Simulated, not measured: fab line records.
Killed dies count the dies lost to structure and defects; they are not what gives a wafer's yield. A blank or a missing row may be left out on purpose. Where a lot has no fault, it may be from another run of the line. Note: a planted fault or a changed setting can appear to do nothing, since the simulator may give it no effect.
What tool caused it? || flow berkeleyCmos170 || 21 wafers from 7 lots sampled at 2 of the route's 331 steps

WHAT EACH GAUGE READ, for each wafer
UCB170_NLDD_TW_MEAS_11.
{"lot": "L818", "measured": "day 6 00:21", "on": "filmMetro-04", "NLDD_TW": "2213 2224 2211"}
{"lot": "L821", "measured": "day 6 22:32", "on": "filmMetro-02", "NLDD_TW": "2248 2254 2238"}
{"lot": "L824", "measured": "day 7 04:14", "on": "filmMetro-03", "NLDD_TW": "2216 2203 2203"}
{"lot": "L822", "measured": "day 7 04:39", "on": "filmMetro-02", "NLDD_TW": "2254 2252 2247"}
{"lot": "L826", "measured": "day 8 03:29", "on": "filmMetro-04", "NLDD_TW": "2224 2218 2203"}
{"lot": "L835", "measured": "day 10 07:29", "on": "filmMetro-03", "NLDD_TW": "30 30 30"}
{"lot": "L840", "measured": "day 10 23:47", "on": "filmMetro-02", "NLDD_TW": "2231 2230 2237"}

WHAT TOOL EACH LOT RAN ON (gives the tool, then ch and the chambers of the sampled wafers, and finally the start)
{"lot": "L818", "UCB170_NLDD_DEVELOP_05": "lithoTrack-04 ch 0, day 5 23:00"}
{"lot": "L821", "UCB170_NLDD_DEVELOP_05": "lithoTrack-04 ch 0, day 6 21:00"}
{"lot": "L824", "UCB170_NLDD_DEVELOP_05": "lithoTrack-02 ch 0, day 7 03:00"}
{"lot": "L822", "UCB170_NLDD_DEVELOP_05": "lithoTrack-01 ch 0, day 7 03:00"}
{"lot": "L826", "UCB170_NLDD_DEVELOP_05": "lithoTrack-04 ch 0, day 8 02:00"}
{"lot": "L835", "UCB170_NLDD_DEVELOP_05": "lithoTrack-01 ch 0, day 10 06:00"}
{"lot": "L840", "UCB170_NLDD_DEVELOP_05": "lithoTrack-04 ch 0, day 10 22:00"}
- UCB170_NLDD_DEVELOP_05: develop time 45 s.

THE ANSWER, worked out from the rows above alone
Rule: what is usual is taken from the lots themselves. Put in order of their means at a reading, lots are off if they are a third of the lots or fewer, leave a main group of 4 or more, and stand apart from it by a gap of 3 or more times the standard deviation of the main group's means; of several such gaps the widest counts. If all means in a main group match to the digits the tables above print for the reading, that group is not used. Also off: a lot with no number at a reading for which 4 or more lots have one. All remaining lots with rows at the step are treated as sound.
Off: at UCB170_NLDD_TW_MEAS_11 (NLDD_TW), L835. The main group: mean 2228, standard deviation 17.
A tool fits if, at a process step before that reading, it ran every lot that is off, and no sound lot after the first of them. The gauges at UCB170_NLDD_TW_MEAS_11 are tried like those tools. This does not decide it: 2 tools fit, namely lithoTrack-01 at UCB170_NLDD_DEVELOP_05 and filmMetro-03 at UCB170_NLDD_TW_MEAS_11.

WHAT THE SIMULATOR HAD INSERTED
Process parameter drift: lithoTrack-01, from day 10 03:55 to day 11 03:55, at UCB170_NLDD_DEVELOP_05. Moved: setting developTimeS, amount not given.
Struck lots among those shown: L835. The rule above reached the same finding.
